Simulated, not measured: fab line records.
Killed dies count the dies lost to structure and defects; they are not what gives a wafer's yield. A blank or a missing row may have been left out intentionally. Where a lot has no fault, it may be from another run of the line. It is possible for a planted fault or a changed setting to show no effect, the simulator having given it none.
fab line records	flow berkeley_cmos170
record: lots: 6	wafers: 18	last_day: 12
route steps=331 shown ZERO@6 NWELL@14
lots that met no fault: taken from a fault-free run of the same line
start_h: hours from the record's opening day to when the first of the lot's shown wafers began	wait_h: hours since the lot's step before	" as in the row above	L1.1+2: one row covering several wafers at once	- value missing, or start not given	* or withheld: withheld	< > ~ a bound
route shown NAME@n: NAME is a module with steps in the file, n the number in the route of the first one	usual: the fault-free wafers' mean and standard deviation	same: alike in all rows	chamber/n: place in a boat	sites: per-site readings	_std_site: their standard deviation	_edge_site: outer sites' mean less inner sites'	radius_mm: how far each site lies from the wafer's centre	mask NAME#n: copy n	behind: the most recent tool/chamber to have shaped the wafer	hold: what put the lot on hold/how long, in hours/how the hold closed	device: the n, p or np transistor that did not switch	end of line: the route-end tests of the same wafers	step lacking rows: just its recipe	killed: the dies lost at the first sort to structure and to defects; this is not the yield of the wafer	map: a wafer's dies, x killed, . not, _ none there
set.NAME: the setting that was run; set.NAME@STEP: the one run at that earlier step	model.NAME: the simulator's own value behind a step, which no gauge read
certain route steps with their lots: each step a table, each wafer a row
services: when a tool's chamber went out of use (start_h, in hours from the record's first day, below 0 if earlier), for how many hours, and the reason
== steps ==
step: UCB170_ZERO_HMDS_00
recipe: prime_time_s: 60	prime_temp_c: 100
step: UCB170_ZERO_COAT_01
recipe: resist: KrF	spin_rpm: 1500	resist_thk_nm: 900
step: UCB170_ZERO_SOFTBAKE_02
recipe: resist: KrF	temp_c: 130	time_s: 60
step: UCB170_ZERO_EXPOSE_03
recipe: mask_id: PM_MARKS	na: 0.5	sigma_outer: 0.6	source_shape: conventional	target_cd_nm: 4000	dose_mj: 30
step: UCB170_ZERO_PEB_04
recipe: peb_temp_c: 130	peb_time_s: withheld	resist: KrF
step: UCB170_ZERO_DEVELOP_05
recipe: developer: TMAH	develop_time_s: 45	resist: KrF	dev_temp_c: 21
step: UCB170_ZERO_ETCH_06
recipe: chemistry: CHF3/CF4/Ar	target: SiO2	time_s: 12	pressure_mtorr: 100	rf_w: 500	CHF3_flow_sccm: 50	cf4_flow_sccm: 10	Ar_flow_sccm: 120	over_etch_frac: 1.58
usual: drypump_motor_current_A: 5.6/0.55	oes_product_au: 0.622/0.0097	throttle_valve_pct: 9.12/0.061
same: time_s: 12
lot.wafer	tool	chamber	start_h	wait_h	drypump_motor_current_A	oes_product_au	rf_hours_counter_h	throttle_valve_pct
L657.1	rie_diel-03	3	21.05	-	6.2	0.615	128	8.97
L657.2	"	1	"	"	5.3	0.628	144	9.19
L657.6	"	1	"	"	5.3	0.626	-	9.19
L662.2	rie_diel-01	0	42.19	-	6.3	0.619	132	9.12
L662.5	"	0	"	"	6.3	0.626	-	9.14
L662.6	"	3	"	"	6.2	0.618	-	9.08
L664.2	rie_diel-03	0	54.81	-	5.9	0.616	91	9.20
L664.3	"	2	"	"	5.5	0.627	143	9.14
L664.6	"	3	"	"	6.2	0.604	-	8.94
L666.4	rie_diel-01	2	68.71	-	5.4	0.624	105	9.21
L666.5	"	3	"	"	6.1	0.618	-	9.08
L666.6	"	0	"	"	6.2	0.623	-	9.13
L670.1	rie_diel-01	1	87.33	-	6.1	0.624	160	9.05
L670.3	"	0	"	"	6.3	0.625	134	9.12
L670.4	"	0	"	"	6.3	0.628	-	9.13
L680.2	rie_diel-02	0	134.84	-	4.7	0.615	4	9.16
L680.4	"	3	"	"	6.2	0.617	51	9.13
L680.5	"	1	"	"	5.1	0.636	-	9.10
step: UCB170_ZERO_STRIP_07
recipe: chemistry: O2	power_w: 400	pressure_mtorr: 3500	platen_temp_c: withheld	o2_flow_sccm: 400	overash_fraction: 0.5
usual: drypump_motor_current_A: 6.0/0.4	oes_product_au: 0.727/0.0048	strip_time_to_endpoint_s: 21.50/0.07
lot.wafer	tool	chamber	start_h	wait_h	drypump_motor_current_A	oes_product_au	rf_hours_counter_h	strip_time_to_endpoint_s
L657.1	plasma_asher-01	0	21.07	0.0	6.1	0.724	31	21.59
L657.2	"	1	"	"	6.3	0.730	31	21.56
L657.6	"	1	"	"	6.3	0.726	-	21.56
L662.2	plasma_asher-02	0	42.22	0.0	5.8	0.735	22	21.54
L662.5	"	1	"	"	5.4	0.722	-	21.43
L662.6	"	0	"	"	5.8	0.729	-	21.47
L664.2	plasma_asher-02	1	54.83	0.0	5.5	0.736	24	21.56
L664.3	"	1	"	"	5.4	0.723	-	21.56
L664.6	"	1	"	"	5.5	0.732	-	21.56
L666.4	plasma_asher-01	0	68.77	0.0	6.1	0.723	-	21.46
L666.5	"	0	"	"	6.1	0.722	-	21.37
L666.6	"	1	"	"	6.3	0.718	-	21.39
L670.1	plasma_asher-01	1	87.35	0.0	6.3	0.728	39	21.49
L670.3	"	0	"	"	6.1	0.729	-	21.50
L670.4	"	1	"	"	6.3	0.732	-	21.49
L680.2	plasma_asher-01	1	134.86	0.0	6.3	0.716	45	21.47
L680.4	"	0	"	"	6.1	0.728	-	21.45
L680.5	"	0	"	"	6.1	0.716	-	21.51
step: UCB170_NWELL_WET_ETCH_00
recipe: chemistry: dHF	dilution: 25:1	target: SiO2	temp_c: 25	time_s: 200
step: UCB170_NWELL_OXIDATION_01
recipe: temp_c: 1000	ambient: O2	target_thk_a: 264	ox_time_s: 1260
step: UCB170_NWELL_THK_MEAS_02
recipe: reads: SiO2_of_NWELL_OXIDATION_01
usual: NWELL_OXIDE_THK: 26.3/0.49
lot.wafer	tool	chamber	start_h	wait_h	NWELL_OXIDE_THK[nm]
L657.1	film_metro-03	-	24.17	0.0	26.5
L657.2	"	-	"	"	26.4
L657.6	"	-	"	"	26.8
L662.2	film_metro-04	-	43.85	0.0	25.9
L662.5	"	-	"	"	26.0
L662.6	"	-	"	"	25.9
L664.2	film_metro-03	-	62.80	0.0	26.9
L664.3	"	-	"	"	26.9
L664.6	"	-	"	"	26.5
L666.4	film_metro-03	-	73.50	0.0	27.6
L666.5	"	-	"	"	27.0
L666.6	"	-	"	"	27.2
L670.1	film_metro-02	-	92.76	0.0	26.3
L670.3	"	-	"	"	26.5
L670.4	"	-	"	"	26.4
L680.2	film_metro-02	-	141.45	0.0	26.0
L680.4	"	-	"	"	26.6
L680.5	"	-	"	"	25.8
step: UCB170_NWELL_ANNEAL_03
recipe: temp_c: 1000	time_s: 900	ambient: N2
step: UCB170_NWELL_CVD_04
recipe: material: Si3N4	target_thk_nm: 224	temp_c: 800	precursor: SiH2Cl2/NH3	time_s: 3360	pressure_mtorr: 200	sih2cl2_flow_sccm: 25	nh3_flow_sccm: 75
usual: sih2cl2_flow_sccm: 25.01/0.084	susceptor_temp_C: 800.0/0.34	zone_power_centre_pct: 36.8/1.4
same: time_s: 3360
lot.wafer	tool	chamber	start_h	wait_h	sih2cl2_flow_sccm	susceptor_temp_C	zone_power_centre_pct	model.Si3N4_of_NWELL_CVD_04.thk_nm
L657.1	lpcvd-01	1	26.67	0.0	25.03	799.8	37.2	223.5
L657.2	"	1	"	"	25.04	799.7	36.0	223.6
L657.6	"	1	"	"	25.01	799.8	37.1	223.6
L662.2	lpcvd-01	1	46.41	0.0	25.03	800.3	37.0	222.3
L662.5	"	1	"	"	25.04	799.7	36.8	223.4
L662.6	"	1	"	"	25.09	799.9	36.2	223.3
L664.2	lpcvd-01	1	67.79	0.0	30.02	800.6	36.1	236.8
L664.3	"	1	"	"	30.07	800.1	36.1	236.6
L664.6	"	1	"	"	30.21	800.2	37.0	239.2
L666.4	lpcvd-01	1	77.52	0.0	30.02	799.9	37.5	235.7
L666.5	"	1	"	"	30.05	800.0	36.7	237.1
L666.6	"	1	"	"	29.95	800.6	36.5	236.7
L670.1	lpcvd-01	0	97.92	1.4	24.97	800.4	37.8	223.9
L670.3	"	0	"	"	25.03	800.5	37.5	223.8
L670.4	"	0	"	"	24.92	800.5	36.7	224.8
L680.2	lpcvd-01	0	147.94	0.0	25.06	799.5	37.5	221.8
L680.4	"	0	"	"	25.11	799.7	37.7	221.6
L680.5	"	0	"	"	25.13	799.8	37.3	219.8
step: UCB170_NWELL_THK_MEAS_05
recipe: reads: Si3N4_of_NWELL_CVD_04
usual: NWELL_NITRIDE_THK: 224.5/2
lot.wafer	tool	chamber	start_h	wait_h	hold	NWELL_NITRIDE_THK[nm]
L657.1	film_metro-02	-	28.60	0.0	-	223.6
L657.2	"	-	"	"	-	223.3
L657.6	"	-	"	"	-	223.7
L662.2	film_metro-03	-	48.35	0.0	-	222.2
L662.5	"	-	"	"	-	223.4
L662.6	"	-	"	"	-	223.2
L664.2	film_metro-02	-	69.73	0.0	await_dispo/0.2h/release	236.9
L664.3	"	-	"	"	await_dispo/0.2h/release	236.8
L664.6	"	-	"	"	await_dispo/0.2h/release	239.2
L664.2	film_metro-02	-	70.13	0.4	-	236.9
L664.3	"	-	"	"	-	236.6
L664.6	"	-	"	"	-	239.2
L666.4	film_metro-04	-	79.48	0.0	await_dispo/0.2h/release	235.7
L666.5	"	-	"	"	await_dispo/0.2h/release	236.9
L666.6	"	-	"	"	await_dispo/0.2h/release	236.7
L666.4	film_metro-04	-	79.71	0.2	-	235.5
L666.5	"	-	"	"	-	237.1
L666.6	"	-	"	"	-	236.8
L670.1	film_metro-04	-	99.86	0.0	-	224.0
L670.3	"	-	"	"	-	223.9
L670.4	"	-	"	"	-	225.0
L680.2	film_metro-02	-	149.89	0.0	-	222.0
L680.4	"	-	"	"	-	221.6
L680.5	"	-	"	"	-	219.9
step: UCB170_NWELL_COAT_07
recipe: resist: KrF	spin_rpm: 1500	resist_thk_nm: 900
step: UCB170_NWELL_SOFTBAKE_08
recipe: resist: KrF	temp_c: 130	time_s: 60
step: UCB170_NWELL_EXPOSE_09
recipe: mask_id: NWELL	target_cd_nm: 3000	na: 0.5	sigma_outer: 0.6	source_shape: conventional	dose_mj: 25
step: UCB170_NWELL_PEB_10
recipe: peb_temp_c: 130	peb_time_s: withheld	resist: KrF
step: UCB170_NWELL_DEVELOP_11
recipe: developer: TMAH	develop_time_s: 45	resist: KrF	dev_temp_c: 21
step: UCB170_NWELL_OVL_MEAS_12
usual: NWELL_OVL: 1/6
lot.wafer	tool	chamber	start_h	wait_h	NWELL_OVL[nm]
L657.1	overlay-02	-	29.81	-	11
L657.2	"	-	"	"	-3
L657.6	"	-	"	"	1
L662.2	overlay-02	-	49.89	-	-5
L662.5	"	-	"	"	0
L662.6	"	-	"	"	1
L664.2	overlay-02	-	73.02	-	4
L664.3	"	-	"	"	3
L664.6	"	-	"	"	10
L666.4	overlay-01	-	82.47	-	-3
L666.5	"	-	"	"	1
L666.6	"	-	"	"	-5
L670.1	overlay-01	-	101.22	-	1
L670.3	"	-	"	"	6
L670.4	"	-	"	"	2
L680.2	overlay-02	-	151.27	-	-3
L680.4	"	-	"	"	2
L680.5	"	-	"	"	-2
step: UCB170_NWELL_ETCH_13
recipe: chemistry: CH3F/Ar/O2	target: Si3N4	stop_on: SiO2	CH3F_flow_sccm: 20	Ar_flow_sccm: 50	O2_flow_sccm: 7	pressure_mtorr: 50	rf_w: 450	target_depth_a: 2464	over_etch_frac: 0.1	time_s: 154
usual: drypump_motor_current_A: 5.6/0.47	oes_product_au: 0.941/0.017	throttle_valve_pct: 8.01/0.12
same: time_s: 154
lot.wafer	tool	chamber	start_h	wait_h	drypump_motor_current_A	oes_product_au	rf_hours_counter_h	throttle_valve_pct	model.etch.depth_nm
L657.1	rie_diel-03	2	29.85	0.0	5.5	0.955	142	7.98	223.5
L657.2	"	3	"	"	6.2	0.934	128	7.84	223.6
L657.6	"	1	"	"	5.2	0.960	-	7.98	223.6
L662.2	rie_diel-02	3	49.92	0.0	6.2	0.933	48	7.93	222.3
L662.5	"	0	"	"	4.7	0.921	-	7.96	223.4
L662.6	"	1	"	"	5.1	0.964	-	7.97	223.3
L664.2	rie_diel-03	0	73.05	0.0	5.9	0.970	92	8.02	236.8
L664.3	"	3	"	"	6.2	0.963	131	7.83	236.6
L664.6	"	3	"	"	6.2	0.965	-	7.82	239.2
L666.4	rie_diel-02	0	82.49	0.0	4.7	0.953	2	7.97	235.7
L666.5	"	3	"	"	6.3	0.967	-	7.94	237.1
L666.6	"	0	"	"	4.7	0.958	-	7.97	236.7
L670.1	rie_diel-03	1	101.26	0.0	5.3	0.953	148	7.98	223.9
L670.3	"	3	"	"	6.2	0.926	132	7.83	223.8
L670.4	"	0	"	"	5.9	0.940	94	8.03	224.8
L680.2	rie_diel-04	2	151.30	0.0	5.8	0.936	17	8.25	221.8
L680.4	"	3	"	"	5.5	0.928	19	7.96	221.6
L680.5	"	3	"	"	5.5	0.933	-	7.98	219.8
step: UCB170_NWELL_IMPLANT_14
recipe: species: P	dose_cm2: 1e+13	energy_kev: 150	tilt_deg: 7
== services ==
tool	chamber	start_h	hours	kind
lpcvd-01	-	1.51	0.9	repair
rie_diel-02	3	4.82	7.6	repair
plasma_asher-01	-	8.20	2.8	pm
rie_diel-02	0	12.47	-	clean
rie_diel-02	0	12.47	19.6	scheduled_down
rie_diel-02	0	12.47	19.6	vent_cycle
rie_diel-03	0	36.21	15.8	repair
rie_diel-03	-	54.94	0.5	repair
rie_diel-03	3	57.43	3.3	repair
rie_diel-02	0	60.56	1.4	repair
plasma_asher-02	-	67.20	1.6	repair
rie_diel-01	3	72.39	-	clean
rie_diel-01	3	72.39	21.4	scheduled_down
rie_diel-01	3	72.39	21.4	vent_cycle
rie_diel-04	3	94.73	2.5	repair
rie_diel-01	-	96.86	14.6	pm
rie_diel-02	3	111.54	5.4	repair
rie_diel-01	-	112.93	2.9	repair
plasma_asher-02	-	113.90	3.8	repair
rie_diel-01	1	116.41	-	clean
rie_diel-01	1	116.41	12.4	scheduled_down
rie_diel-01	1	116.41	12.4	vent_cycle
rie_diel-01	-	118.62	0.6	repair
rie_diel-04	1	136.93	12.5	repair
== key ==
first_sign: step: UCB170_NWELL_CVD_04	reading: sih2cl2_flow_sccm	direction: up	sigmas: 60	usual: 25.01	struck: 30.05
effect: step: UCB170_NWELL_THK_MEAS_05	reading: visit	direction: added
effect: step: UCB170_NWELL_THK_MEAS_05	reading: NWELL_NITRIDE_THK	direction: up	sigmas: 6.3	usual: 224.5	struck: 237.0
model_effect: step: UCB170_NWELL_CVD_04	value: Si3N4_of_NWELL_CVD_04.thk_nm	without: 225.8	struck: 237
model_effect: step: UCB170_NWELL_ETCH_13	value: etch.depth_nm	without: 225.8	struck: 237
met_at UCB170_NWELL_CVD_04
struck_wafers L664.2,L664.3,L664.6,L666.4,L666.5,L666.6
sort_left_out L664.2,L664.3,L664.6,L666.4,L666.5,L666.6
tester_left_out L664,L666
onset_between 46.41 67.79
fault: kind: process_parameter_drift	tool: lpcvd-01	chamber: 1	onset_h: 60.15	steps: UCB170_NWELL_CVD_04	channel: sih2cl2_flow_sccm	offset: 5	shape: step	end_h: 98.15	acts_in: these_recipes_only	stated: 25
tester_left_out: of these lots the tester's yield and bins aren't shown, on N5 and GAA mostly nor the transistor test; their killed dies are dies lost to structure and defects alone, not to doping, threshold or leakage, so they don't give the yield
sort_left_out: the simulated sort isn't trusted on such a fault, so these wafers' sort isn't shown, and their yield isn't known
